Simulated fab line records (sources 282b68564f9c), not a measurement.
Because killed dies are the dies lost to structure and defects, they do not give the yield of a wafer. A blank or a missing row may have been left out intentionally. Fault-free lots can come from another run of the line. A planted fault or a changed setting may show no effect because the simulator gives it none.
fab line records	flow rit-cmos
record lots=5	wafers=15	last-day=7
route steps=202 shown FOX2@27 NWELL@28 PWELL@39 WELLDRIVE@50 NRETRO@53 PRETRO@64
lots that met no fault: from a run of the same line without faults
start-h: start of the lot's first displayed wafer, in hours after the record's first day	wait-h: hours from the lot's prior step to this one	" the same as in the row above	L1.1+2: one row covering several wafers at once	- value missing, or start not given	* or withheld: withheld	< > ~ a bound
route shown NAME@n: NAME is a module with steps in the file, n the number in the route of the first one	usual: mean/standard deviation of fault-free wafers	same: alike in all rows	chamber/n: place in a boat	sites: readings site by site	_std_site: standard deviation of those values	_edge_site: mean of outer sites minus mean of inner sites	radius-mm: for every site, how far away it sits from the centre of the wafer	mask NAME#n: copy n	behind: the tool/chamber that last shaped the wafer	hold: the reason the lot was held/the length of the hold in hours/how it ended	device: names the non-switching transistor (n, p or np)	end of line: at the end of the route, the tests of the same wafers	where a step has no rows: the recipe by itself	killed: not the wafer's yield, but the dies lost to structure and defects at the first sort	map: a wafer's dies, x killed, . not, _ none there
set.NAME: the setting the step ran with; set.NAME@STEP: the setting that earlier step ran with	model.NAME: the simulator's own value behind a step, which no gauge read
lots at some steps of the route; a table a step, a row a wafer
services: the hour from which a tool's chamber was out of use, counted from the record's first day as start-h (under 0 if before that day), plus the number of hours and why
## steps
# step RIT_FOX2_THK_MEAS_90
# recipe reads=SiO2_of_FOX2_OXIDATION_00
# usual FIELD_OXIDE_LEFT_1_THK=329/7.9
lot.wafer	tool	chamber	start-h	wait-h	FIELD_OXIDE_LEFT_1_THK[nm]
L083.2	film-metro-03	-	66.27	0.0	351
L083.5	"	-	"	"	343
L083.6	"	-	"	"	342
L088.1	film-metro-01	-	92.08	0.0	323
L088.3	"	-	"	"	323
L088.5	"	-	"	"	329
L090.2	film-metro-04	-	100.80	0.0	333
L090.3	"	-	"	"	333
L090.4	"	-	"	"	333
L093.2	film-metro-01	-	122.89	0.0	339
L093.4	"	-	"	"	332
L093.5	"	-	"	"	338
L095.1	film-metro-01	-	127.71	0.0	311
L095.3	"	-	"	"	310
L095.4	"	-	"	"	311
# step RIT_NWELL_HMDS_00
# recipe prime-time-s=60	prime-temp-c=140
lot.wafer	tool	chamber	start-h	wait-h
L083.2+5+6	litho-track-01	0	66.34	0.1
L088.1+3+5	litho-track-02	0	92.14	0.1
L090.2+3+4	litho-track-01	0	100.87	0.1
L093.2+4+5	litho-track-02	0	122.97	0.1
L095.1+3+4	litho-track-03	0	127.77	0.1
# step RIT_NWELL_COAT_01
# recipe resist=NOVOLAK	spin-rpm=2000	resist-thk-nm=1300
lot.wafer	tool	chamber	start-h	wait-h
L083.2+5+6	litho-track-01	0	66.49	0.1
L088.1+3+5	litho-track-02	0	92.29	0.1
L090.2+3+4	litho-track-01	0	101.02	0.1
L093.2+4+5	litho-track-02	0	123.12	0.1
L095.1+3+4	litho-track-03	0	127.92	0.1
# step RIT_NWELL_SOFTBAKE_02
# recipe resist=NOVOLAK	temp-c=90	time-s=60
# same time-s=60
lot.wafer	tool	chamber	start-h	wait-h
L083.2+5+6	litho-track-01	0	66.64	0.1
L088.1+3+5	litho-track-02	0	92.44	0.1
L090.2+3+4	litho-track-01	0	101.17	0.1
L093.2+4+5	litho-track-02	0	123.27	0.1
L095.1+3+4	litho-track-03	0	128.07	0.1
# step RIT_NWELL_EXPOSE_03
# recipe mask-id=M2	na=0.57	target-cd-nm=43900	dose-mj=250
# usual focus-offset-nm=0.2/0.55
# same na=0.57
lot.wafer	tool	chamber	start-h	wait-h	mask	focus-offset-nm
L083.2	iline-stepper-02	0	66.91	0.2	M2#0	-0.3
L083.5	"	0	"	"	M2#0	-0.2
L083.6	"	0	"	"	M2#0	-0.6
L088.1	iline-stepper-01	0	92.72	0.2	M2#0	0.1
L088.3	"	0	"	"	M2#0	0.6
L088.5	"	0	"	"	M2#0	0.4
L090.2	iline-stepper-02	0	101.56	0.4	M2#0	-0.3
L090.3	"	0	"	"	M2#0	-0.5
L090.4	"	0	"	"	M2#0	0.5
L093.2	iline-stepper-02	0	123.54	0.2	M2#0	1.4
L093.4	"	0	"	"	M2#0	0.5
L093.5	"	0	"	"	M2#0	0.5
L095.1	iline-stepper-02	0	128.22	0.1	M2#0	0.8
L095.3	"	0	"	"	M2#0	0.8
L095.4	"	0	"	"	M2#0	0.7
# step RIT_NWELL_PEB_04
# recipe resist=NOVOLAK	temp-c=withheld	time-s=withheld
lot.wafer	tool	chamber	start-h	wait-h
L083.2+5+6	litho-track-03	0	67.04	0.1
L088.1+3+5	litho-track-03	0	92.83	0.1
L090.2+3+4	litho-track-01	0	101.68	0.1
L093.2+4+5	litho-track-03	0	123.69	0.1
L095.1+3+4	litho-track-01	0	128.34	0.1
# step RIT_NWELL_DEVELOP_05
# recipe resist=NOVOLAK	develop-time-s=68	dev-temp-c=23
lot.wafer	tool	chamber	start-h	wait-h
L083.2+5+6	litho-track-03	0	-	-
L088.1+3+5	litho-track-03	0	-	-
L090.2+3+4	litho-track-01	0	-	-
L093.2+4+5	litho-track-03	0	-	-
L095.1+3+4	litho-track-01	0	-	-
# step RIT_NWELL_OVL_MEAS_06
# usual NWELL_OVL=0.8/1.4
lot.wafer	tool	chamber	start-h	wait-h	NWELL_OVL[nm]
L083.2	overlay-02	-	67.33	-	0.1
L083.5	"	-	"	"	2.5
L083.6	"	-	"	"	2.9
L088.1	overlay-01	-	93.15	-	1.3
L088.3	"	-	"	"	-0.4
L088.5	"	-	"	"	-1.4
L090.2	overlay-01	-	101.97	-	0.4
L090.3	"	-	"	"	0.0
L090.4	"	-	"	"	-0.2
L093.2	overlay-01	-	123.99	-	-0.4
L093.4	"	-	"	"	2.0
L093.5	"	-	"	"	0.1
L095.1	overlay-02	-	128.65	-	-0.7
L095.3	"	-	"	"	-4.3
L095.4	"	-	"	"	-1.7
# step RIT_NWELL_HARDBAKE_07
# recipe resist=NOVOLAK	temp-c=140	time-s=120
# same time-s=120
lot.wafer	tool	chamber	start-h	wait-h
L083.2+5+6	litho-track-01	0	67.40	0.1
L088.1+3+5	litho-track-02	0	93.18	0.0
L090.2+3+4	litho-track-03	0	102.04	0.1
L093.2+4+5	litho-track-01	0	124.06	0.1
L095.1+3+4	litho-track-03	0	128.69	0.0
# step RIT_NWELL_IMPLANT_08
# recipe species=P	energy-kev=170	dose-cm2=5e+13	tilt-deg=7
lot.wafer	tool	chamber	start-h	wait-h
L083.2+5+6	implanter-02	0	67.63	0.2
L088.1+3+5	implanter-02	0	93.43	0.2
L090.2+3+4	implanter-03	0	102.28	0.2
L093.2+4+5	implanter-02	0	124.29	0.2
L095.1+3+4	implanter-01	0	128.94	0.2
# step RIT_NWELL_STRIP_09
# recipe chemistry=O2	time-s=180	resist=NOVOLAK	platen-temp-c=withheld	power-w=500	pressure-mtorr=4000	o2-flow-sccm=4000
# usual drypump-motor-current-A=6.0/0.46
# same time-s=180
lot.wafer	tool	chamber	start-h	wait-h	drypump-motor-current-A	rf-hours-counter-h
L083.2	plasma-asher-04	0	67.76	0.1	5.8	42
L083.5	"	0	"	"	5.8	-
L083.6	"	1	"	"	6.4	-
L088.1	plasma-asher-03	1	93.58	0.1	5.7	45
L088.3	"	0	"	"	6.1	-
L088.5	"	0	"	"	6.1	-
L090.2	plasma-asher-02	0	102.40	0.1	6.5	32
L090.3	"	0	"	"	6.5	-
L090.4	"	1	"	"	5.1	-
L093.2	plasma-asher-04	1	124.42	0.1	6.4	1
L093.4	"	0	"	"	5.8	-
L093.5	"	1	"	"	6.4	-
L095.1	plasma-asher-04	1	129.09	0.1	6.4	1
L095.3	"	0	"	"	5.8	-
L095.4	"	1	"	"	6.4	-
# step RIT_NWELL_TW_MEAS_10
# usual NWELL_TW=2151/15
lot.wafer	tool	chamber	start-h	wait-h	NWELL_TW
L083.2	film-metro-04	-	67.94	0.1	2167
L083.5	"	-	"	"	2168
L083.6	"	-	"	"	2170
L088.1	film-metro-02	-	93.76	0.1	2178
L088.3	"	-	"	"	2176
L088.5	"	-	"	"	2184
L090.2	film-metro-02	-	102.59	0.1	2151
L090.3	"	-	"	"	2154
L090.4	"	-	"	"	2162
L093.2	film-metro-03	-	124.60	0.1	2132
L093.4	"	-	"	"	2137
L093.5	"	-	"	"	2131
L095.1	film-metro-02	-	129.26	0.1	2175
L095.3	"	-	"	"	2175
L095.4	"	-	"	"	2187
# step RIT_PWELL_HMDS_00
# recipe prime-time-s=60	prime-temp-c=140
lot.wafer	tool	chamber	start-h	wait-h
L083.2+5+6	litho-track-02	0	68.02	0.1
L088.1+3+5	litho-track-04	0	93.82	0.1
L090.2+3+4	litho-track-03	0	102.66	0.1
L093.2+4+5	litho-track-04	0	124.68	0.1
L095.1+3+4	litho-track-04	0	129.32	0.1
# step RIT_PWELL_COAT_01
# recipe resist=NOVOLAK	spin-rpm=2000	resist-thk-nm=1300
lot.wafer	tool	chamber	start-h	wait-h
L083.2+5+6	litho-track-02	0	68.17	0.1
L088.1+3+5	litho-track-04	0	93.97	0.1
L090.2+3+4	litho-track-03	0	102.81	0.1
L093.2+4+5	litho-track-04	0	124.83	0.1
L095.1+3+4	litho-track-04	0	129.47	0.1
# step RIT_PWELL_SOFTBAKE_02
# recipe resist=NOVOLAK	temp-c=90	time-s=60
# same time-s=60
lot.wafer	tool	chamber	start-h	wait-h
L083.2+5+6	litho-track-02	0	68.32	0.1
L088.1+3+5	litho-track-04	0	94.12	0.1
L090.2+3+4	litho-track-03	0	102.96	0.1
L093.2+4+5	litho-track-04	0	124.98	0.1
L095.1+3+4	litho-track-04	0	129.62	0.1
# step RIT_PWELL_EXPOSE_03
# recipe mask-id=M3	na=0.57	target-cd-nm=43700	dose-mj=250
# usual focus-offset-nm=0.1/0.55
# same na=0.57
lot.wafer	tool	chamber	start-h	wait-h	mask	focus-offset-nm
L083.2	iline-stepper-01	0	68.59	0.2	M3#0	0.3
L083.5	"	0	"	"	M3#0	0.3
L083.6	"	0	"	"	M3#0	0.5
L088.1	iline-stepper-01	0	94.39	0.2	M3#0	-0.2
L088.3	"	0	"	"	M3#0	-0.5
L088.5	"	0	"	"	M3#0	-0.3
L090.2	iline-stepper-02	0	103.23	0.2	M3#0	0.0
L090.3	"	0	"	"	M3#0	-0.4
L090.4	"	0	"	"	M3#0	0.7
L093.2	iline-stepper-02	0	125.25	0.2	M3#0	0.6
L093.4	"	0	"	"	M3#0	0.6
L093.5	"	0	"	"	M3#0	1.3
L095.1	iline-stepper-01	0	129.77	0.1	M3#0	0.7
L095.3	"	0	"	"	M3#0	1.4
L095.4	"	0	"	"	M3#0	1.2
# step RIT_PWELL_PEB_04
# recipe resist=NOVOLAK	temp-c=withheld	time-s=withheld
lot.wafer	tool	chamber	start-h	wait-h
L083.2+5+6	litho-track-02	0	68.71	0.1
L088.1+3+5	litho-track-04	0	94.51	0.1
L090.2+3+4	litho-track-03	0	103.35	0.1
L093.2+4+5	litho-track-03	0	125.37	0.1
L095.1+3+4	litho-track-04	0	129.89	0.1
# step RIT_PWELL_DEVELOP_05
# recipe resist=NOVOLAK	develop-time-s=68	dev-temp-c=23
lot.wafer	tool	chamber	start-h	wait-h
L083.2+5+6	litho-track-02	0	-	-
L088.1+3+5	litho-track-04	0	-	-
L090.2+3+4	litho-track-03	0	-	-
L093.2+4+5	litho-track-03	0	-	-
L095.1+3+4	litho-track-04	0	-	-
# step RIT_PWELL_OVL_MEAS_06
# usual PWELL_OVL=-0.2/1.5
lot.wafer	tool	chamber	start-h	wait-h	PWELL_OVL[nm]
L083.2	overlay-01	-	69.01	-	-1.6
L083.5	"	-	"	"	-0.3
L083.6	"	-	"	"	0.4
L088.1	overlay-01	-	94.82	-	-1.0
L088.3	"	-	"	"	-0.7
L088.5	"	-	"	"	-0.8
L090.2	overlay-01	-	103.65	-	0.6
L090.3	"	-	"	"	1.3
L090.4	"	-	"	"	4.3
L093.2	overlay-02	-	125.66	-	0.6
L093.4	"	-	"	"	1.0
L093.5	"	-	"	"	0.7
L095.1	overlay-02	-	130.20	-	-1.6
L095.3	"	-	"	"	-1.6
L095.4	"	-	"	"	-2.6
# step RIT_PWELL_HARDBAKE_07
# recipe resist=NOVOLAK	temp-c=140	time-s=120
# same time-s=120
lot.wafer	tool	chamber	start-h	wait-h
L083.2+5+6	litho-track-04	0	69.08	0.1
L088.1+3+5	litho-track-02	0	94.86	0.0
L090.2+3+4	litho-track-04	0	103.72	0.1
L093.2+4+5	litho-track-02	0	125.82	0.2
L095.1+3+4	litho-track-03	0	130.24	0.0
# step RIT_PWELL_IMPLANT_08
# recipe species=B	energy-kev=170	dose-cm2=7.07e+13	tilt-deg=7
lot.wafer	tool	chamber	start-h	wait-h
L083.2+5+6	implanter-03	0	69.31	0.2
L088.1+3+5	implanter-03	0	95.11	0.2
L090.2+3+4	implanter-03	0	103.95	0.2
L093.2+4+5	implanter-03	0	126.06	0.2
L095.1+3+4	implanter-03	0	130.49	0.2
# step RIT_PWELL_STRIP_09
# recipe chemistry=O2	time-s=180	resist=NOVOLAK	platen-temp-c=withheld	power-w=500	pressure-mtorr=4000	o2-flow-sccm=4000
# usual drypump-motor-current-A=5.6/0.55
# same time-s=180
lot.wafer	tool	chamber	start-h	wait-h	drypump-motor-current-A	rf-hours-counter-h
L083.2	plasma-asher-01	0	69.44	0.1	5.1	42
L083.5	"	1	"	"	5.2	-
L083.6	"	0	"	"	5.1	-
L088.1	plasma-asher-03	0	95.26	0.1	6.0	45
L088.3	"	0	"	"	6.0	-
L088.5	"	0	"	"	6.1	-
L090.2	plasma-asher-01	1	104.08	0.1	5.2	45
L090.3	"	1	"	"	5.2	-
L090.4	"	0	"	"	5.1	-
L093.2	plasma-asher-02	0	126.18	0.1	6.4	34
L093.4	"	0	"	"	6.5	-
L093.5	"	1	"	"	5.1	-
L095.1	plasma-asher-02	1	130.64	0.1	5.1	34
L095.3	"	1	"	"	5.1	-
L095.4	"	0	"	"	6.4	-
# step RIT_PWELL_TW_MEAS_10
# usual PWELL_TW=960/6
lot.wafer	tool	chamber	start-h	wait-h	PWELL_TW
L083.2	film-metro-04	-	69.62	0.1	963
L083.5	"	-	"	"	963
L083.6	"	-	"	"	962
L088.1	film-metro-02	-	95.43	0.1	966
L088.3	"	-	"	"	961
L088.5	"	-	"	"	965
L090.2	film-metro-02	-	104.26	0.1	962
L090.3	"	-	"	"	957
L090.4	"	-	"	"	957
L093.2	film-metro-04	-	126.37	0.1	962
L093.4	"	-	"	"	957
L093.5	"	-	"	"	961
L095.1	film-metro-03	-	130.81	0.1	949
L095.3	"	-	"	"	948
L095.4	"	-	"	"	947
# step RIT_WELLDRIVE_ANNEAL_00
# recipe temp-c=1100	time-s=14700	ambient=N2
# same time-s=14700
lot.wafer	tool	chamber	start-h	wait-h
L083.2+5+6	furnace-03	0	70.50	0.9
L088.1+3+5	furnace-01	0	95.88	0.4
L090.2+3+4	furnace-04	0	104.31	0.0
L093.2+4+5	furnace-01	0	126.76	0.4
L095.1+3+4	furnace-03	0	133.10	2.3
# step RIT_WELLDRIVE_RS_MEAS_01
# recipe thk-meas-gauge=four-point-probe
# usual NWELL_RS=275.4/0.85
lot.wafer	tool	chamber	start-h	wait-h	NWELL_RS[ohm/sq]
L083.2	film-metro-02	-	75.60	0.0	274.7
L083.5	"	-	"	"	274.7
L083.6	"	-	"	"	275.1
L088.1	film-metro-02	-	100.96	0.0	275.3
L088.3	"	-	"	"	275.4
L088.5	"	-	"	"	275.0
L090.2	film-metro-03	-	109.42	0.0	276.3
L090.3	"	-	"	"	276.6
L090.4	"	-	"	"	275.4
L093.2	film-metro-02	-	131.86	0.0	276.6
L093.4	"	-	"	"	276.0
L093.5	"	-	"	"	275.3
L095.1	film-metro-02	-	138.18	0.0	275.0
L095.3	"	-	"	"	274.3
L095.4	"	-	"	"	274.9
# step RIT_WELLDRIVE_RS_MEAS_02
# recipe thk-meas-gauge=four-point-probe
# usual PWELL_RS=426.9/1.4
lot.wafer	tool	chamber	start-h	wait-h	PWELL_RS[ohm/sq]
L083.2	film-metro-02	-	75.72	0.1	428.8
L083.5	"	-	"	"	428.1
L083.6	"	-	"	"	428.3
L088.1	film-metro-02	-	101.08	0.1	424.9
L088.3	"	-	"	"	426.4
L088.5	"	-	"	"	425.8
L090.2	film-metro-03	-	109.54	0.1	426.2
L090.3	"	-	"	"	426.8
L090.4	"	-	"	"	427.5
L093.2	film-metro-02	-	131.98	0.1	427.6
L093.4	"	-	"	"	428.3
L093.5	"	-	"	"	428.4
L095.1	film-metro-02	-	138.30	0.1	427.8
L095.3	"	-	"	"	429.0
L095.4	"	-	"	"	427.9
# step RIT_NRETRO_HMDS_00
# recipe prime-time-s=60	prime-temp-c=140
lot.wafer	tool	chamber	start-h	wait-h
L083.2+5+6	litho-track-02	0	75.85	0.1
L088.1+3+5	litho-track-04	0	101.20	0.1
L090.2+3+4	litho-track-01	0	109.66	0.1
L093.2+4+5	litho-track-02	0	132.11	0.1
L095.1+3+4	litho-track-02	0	138.61	0.3
# step RIT_NRETRO_COAT_01
# recipe resist=NOVOLAK	spin-rpm=2000	resist-thk-nm=1300
lot.wafer	tool	chamber	start-h	wait-h
L083.2+5+6	litho-track-02	0	76.00	0.1
L088.1+3+5	litho-track-04	0	101.35	0.1
L090.2+3+4	litho-track-01	0	109.81	0.1
L093.2+4+5	litho-track-02	0	132.26	0.1
L095.1+3+4	litho-track-02	0	138.76	0.1
# step RIT_NRETRO_SOFTBAKE_02
# recipe resist=NOVOLAK	temp-c=90	time-s=60
# same time-s=60
lot.wafer	tool	chamber	start-h	wait-h
L083.2+5+6	litho-track-02	0	76.15	0.1
L088.1+3+5	litho-track-04	0	101.50	0.1
L090.2+3+4	litho-track-01	0	109.96	0.1
L093.2+4+5	litho-track-02	0	132.41	0.1
L095.1+3+4	litho-track-02	0	138.91	0.1
# step RIT_NRETRO_EXPOSE_03
# recipe mask-id=M4	na=0.57	target-cd-nm=43900	dose-mj=250
# usual focus-offset-nm=0.0/0.52
# same na=0.57
lot.wafer	tool	chamber	start-h	wait-h	mask	focus-offset-nm
L083.2	iline-stepper-02	0	76.29	0.1	M4#0	0.0
L083.5	"	0	"	"	M4#0	0.9
L083.6	"	0	"	"	M4#0	0.1
L088.1	iline-stepper-01	0	101.65	0.1	M4#0	-1.0
L088.3	"	0	"	"	M4#0	-0.1
L088.5	"	0	"	"	M4#0	-0.6
L090.2	iline-stepper-01	0	110.11	0.1	M4#0	-0.2
L090.3	"	0	"	"	M4#0	-0.1
L090.4	"	0	"	"	M4#0	-0.8
L093.2	iline-stepper-02	0	132.55	0.1	M4#0	0.3
L093.4	"	0	"	"	M4#0	-0.3
L093.5	"	0	"	"	M4#0	0.6
L095.1	iline-stepper-02	0	139.19	0.2	M4#0	0.5
L095.3	"	0	"	"	M4#0	0.2
L095.4	"	0	"	"	M4#0	0.2
# step RIT_NRETRO_PEB_04
# recipe resist=NOVOLAK	temp-c=withheld	time-s=withheld
lot.wafer	tool	chamber	start-h	wait-h
L083.2+5+6	litho-track-02	0	76.42	0.1
L088.1+3+5	litho-track-04	0	101.85	0.2
L090.2+3+4	litho-track-04	0	110.23	0.1
L093.2+4+5	litho-track-02	0	132.89	0.3
L095.1+3+4	litho-track-04	0	139.33	0.1
# step RIT_NRETRO_DEVELOP_05
# recipe resist=NOVOLAK	develop-time-s=68	dev-temp-c=23
lot.wafer	tool	chamber	start-h	wait-h
L083.2+5+6	litho-track-02	0	-	-
L088.1+3+5	litho-track-04	0	-	-
L090.2+3+4	litho-track-04	0	-	-
L093.2+4+5	litho-track-02	0	-	-
L095.1+3+4	litho-track-04	0	-	-
# step RIT_NRETRO_OVL_MEAS_06
# usual NRETRO_OVL=1.2/1.1
lot.wafer	tool	chamber	start-h	wait-h	NRETRO_OVL[nm]
L083.2	overlay-02	-	76.71	-	1.0
L083.5	"	-	"	"	1.6
L083.6	"	-	"	"	2.3
L088.1	overlay-01	-	102.16	-	1.8
L088.3	"	-	"	"	2.9
L088.5	"	-	"	"	3.0
L090.2	overlay-02	-	110.52	-	0.1
L090.3	"	-	"	"	1.5
L090.4	"	-	"	"	2.4
L093.2	overlay-01	-	133.19	-	0.1
L093.4	"	-	"	"	0.8
L093.5	"	-	"	"	2.7
L095.1	overlay-01	-	139.64	-	2.8
L095.3	"	-	"	"	0.8
L095.4	"	-	"	"	3.0
# step RIT_NRETRO_HARDBAKE_07
# recipe resist=NOVOLAK	temp-c=140	time-s=120
# same time-s=120
lot.wafer	tool	chamber	start-h	wait-h
L083.2+5+6	litho-track-01	0	76.78	0.1
L088.1+3+5	litho-track-01	0	102.20	0.0
L090.2+3+4	litho-track-01	0	110.59	0.1
L093.2+4+5	litho-track-04	0	133.26	0.1
L095.1+3+4	litho-track-02	0	139.68	0.0
# step RIT_NRETRO_IMPLANT_08
# recipe species=P	energy-kev=70	dose-cm2=1e+13	tilt-deg=6.84
lot.wafer	tool	chamber	start-h	wait-h
L083.2+5+6	implanter-01	0	77.02	0.2
L088.1+3+5	implanter-04	0	102.45	0.2
L090.2+3+4	implanter-03	0	110.83	0.2
L093.2+4+5	implanter-03	0	133.49	0.2
L095.1+3+4	implanter-04	0	139.93	0.2
# step RIT_NRETRO_STRIP_09
# recipe chemistry=O2	time-s=180	resist=NOVOLAK	platen-temp-c=withheld	power-w=500	pressure-mtorr=4000	o2-flow-sccm=4000
# usual drypump-motor-current-A=5.6/0.59
# same time-s=180
lot.wafer	tool	chamber	start-h	wait-h	drypump-motor-current-A	rf-hours-counter-h
L083.2	plasma-asher-04	1	77.14	0.1	6.4	43
L083.5	"	0	"	"	5.8	-
L083.6	"	1	"	"	6.4	-
L088.1	plasma-asher-04	1	102.60	0.1	6.4	46
L088.3	"	0	"	"	5.8	-
L088.5	"	1	"	"	6.4	-
L090.2	plasma-asher-02	1	110.95	0.1	5.1	33
L090.3	"	0	"	"	6.5	-
L090.4	"	1	"	"	5.1	-
L093.2	plasma-asher-01	1	133.62	0.1	5.2	48
L093.4	"	0	"	"	5.1	-
L093.5	"	0	"	"	5.1	-
L095.1	plasma-asher-01	0	140.08	0.1	5.1	49
L095.3	"	1	"	"	5.2	-
L095.4	"	0	"	"	5.1	-
# step RIT_NRETRO_TW_MEAS_10
# usual NRETRO_TW=1049/9.4
lot.wafer	tool	chamber	start-h	wait-h	NRETRO_TW
L083.2	film-metro-01	-	77.33	0.1	1038
L083.5	"	-	"	"	1035
L083.6	"	-	"	"	1042
L088.1	film-metro-01	-	102.77	0.1	1042
L088.3	"	-	"	"	1043
L088.5	"	-	"	"	1040
L090.2	film-metro-01	-	111.14	0.1	1039
L090.3	"	-	"	"	1044
L090.4	"	-	"	"	1037
L093.2	film-metro-01	-	133.80	0.1	1045
L093.4	"	-	"	"	1052
L093.5	"	-	"	"	1049
L095.1	film-metro-02	-	140.25	0.1	1066
L095.3	"	-	"	"	1067
L095.4	"	-	"	"	1069
# step RIT_PRETRO_HMDS_00
# recipe prime-time-s=60	prime-temp-c=140
lot.wafer	tool	chamber	start-h	wait-h
L083.2+5+6	litho-track-03	0	77.40	0.1
L088.1+3+5	litho-track-04	0	102.83	0.1
L090.2+3+4	litho-track-01	0	111.21	0.1
L093.2+4+5	litho-track-03	0	133.88	0.1
L095.1+3+4	litho-track-03	0	140.31	0.1
# step RIT_PRETRO_COAT_01
# recipe resist=NOVOLAK	spin-rpm=1987	resist-thk-nm=1300
lot.wafer	tool	chamber	start-h	wait-h
L083.2+5+6	litho-track-03	0	77.55	0.1
L088.1+3+5	litho-track-04	0	102.98	0.1
L090.2+3+4	litho-track-01	0	111.36	0.1
L093.2+4+5	litho-track-03	0	134.03	0.1
L095.1+3+4	litho-track-03	0	140.46	0.1
# step RIT_PRETRO_SOFTBAKE_02
# recipe resist=NOVOLAK	temp-c=90	time-s=60
# same time-s=60
lot.wafer	tool	chamber	start-h	wait-h
L083.2+5+6	litho-track-03	0	77.70	0.1
L088.1+3+5	litho-track-04	0	103.13	0.1
L090.2+3+4	litho-track-01	0	111.51	0.1
L093.2+4+5	litho-track-03	0	134.18	0.1
L095.1+3+4	litho-track-03	0	140.61	0.1
# step RIT_PRETRO_EXPOSE_03
# recipe mask-id=M5	na=0.57	target-cd-nm=43700	dose-mj=250
# usual focus-offset-nm=0.0/0.49
# same na=0.57
lot.wafer	tool	chamber	start-h	wait-h	mask	focus-offset-nm
L083.2	iline-stepper-02	0	77.84	0.1	M5#0	0.3
L083.5	"	0	"	"	M5#0	0.1
L083.6	"	0	"	"	M5#0	0.4
L088.1	iline-stepper-01	0	103.41	0.2	M5#0	0.5
L088.3	"	0	"	"	M5#0	0.1
L088.5	"	0	"	"	M5#0	-0.3
L090.2	iline-stepper-01	0	111.66	0.1	M5#0	0.8
L090.3	"	0	"	"	M5#0	0.0
L090.4	"	0	"	"	M5#0	0.3
L093.2	iline-stepper-01	0	134.32	0.1	M5#0	0.4
L093.4	"	0	"	"	M5#0	0.1
L093.5	"	0	"	"	M5#0	1.0
L095.1	iline-stepper-01	0	140.89	0.2	M5#0	0.5
L095.3	"	0	"	"	M5#0	0.3
L095.4	"	0	"	"	M5#0	-0.2
# step RIT_PRETRO_PEB_04
# recipe resist=NOVOLAK	temp-c=withheld	time-s=withheld
lot.wafer	tool	chamber	start-h	wait-h
L083.2+5+6	litho-track-04	0	77.97	0.1
L088.1+3+5	litho-track-01	0	103.52	0.1
L090.2+3+4	litho-track-04	0	111.78	0.1
L093.2+4+5	litho-track-03	0	134.44	0.1
L095.1+3+4	litho-track-03	0	141.00	0.1
# step RIT_PRETRO_DEVELOP_05
# recipe resist=NOVOLAK	develop-time-s=68	dev-temp-c=23
lot.wafer	tool	chamber	start-h	wait-h
L083.2+5+6	litho-track-04	0	-	-
L088.1+3+5	litho-track-01	0	-	-
L090.2+3+4	litho-track-04	0	-	-
L093.2+4+5	litho-track-03	0	-	-
L095.1+3+4	litho-track-03	0	-	-
# step RIT_PRETRO_OVL_MEAS_06
# usual PRETRO_OVL=0.5/1.5
lot.wafer	tool	chamber	start-h	wait-h	PRETRO_OVL[nm]
L083.2	overlay-02	-	78.26	-	1.8
L083.5	"	-	"	"	1.2
L083.6	"	-	"	"	2.8
L088.1	overlay-01	-	103.84	-	-1.0
L088.3	"	-	"	"	-2.7
L088.5	"	-	"	"	0.4
L090.2	overlay-01	-	112.07	-	-0.4
L090.3	"	-	"	"	0.4
L090.4	"	-	"	"	-0.1
L093.2	overlay-01	-	134.74	-	0.3
L093.4	"	-	"	"	0.8
L093.5	"	-	"	"	0.2
L095.1	overlay-02	-	141.32	-	1.9
L095.3	"	-	"	"	1.7
L095.4	"	-	"	"	0.2
# step RIT_PRETRO_HARDBAKE_07
# recipe resist=NOVOLAK	temp-c=140	time-s=120
# same time-s=120
lot.wafer	tool	chamber	start-h	wait-h
L083.2+5+6	litho-track-04	0	78.33	0.1
L088.1+3+5	litho-track-01	0	103.87	0.0
L090.2+3+4	litho-track-03	0	112.15	0.1
L093.2+4+5	litho-track-03	0	134.81	0.1
L095.1+3+4	litho-track-04	0	141.35	0.0
## services
tool	chamber	start-h	hours	kind
implanter-02	-	51.31	1.7	repair
implanter-03	-	53.99	5.0	repair
implanter-02	-	57.66	3.1	repair
furnace-03	-	66.09	4.4	pm
implanter-01	-	66.37	3.4	repair
plasma-asher-01	-	74.82	4.1	repair
implanter-04	-	93.65	2.1	repair
iline-stepper-02	-	106.63	9.2	repair
furnace-01	-	107.98	4.5	pm
plasma-asher-04	-	108.75	9.0	pm
plasma-asher-04	0	108.75	9.0	vent-cycle
plasma-asher-04	1	108.75	9.0	vent-cycle
implanter-04	-	110.63	26.5	pm
furnace-04	-	110.71	9.0	pm
plasma-asher-02	-	114.45	7.6	repair
iline-stepper-01	0	116.15	-	calibration
plasma-asher-04	0	117.75	-	clean
plasma-asher-04	1	117.75	-	clean
implanter-01	-	132.09	2.8	pm
## key
fault none
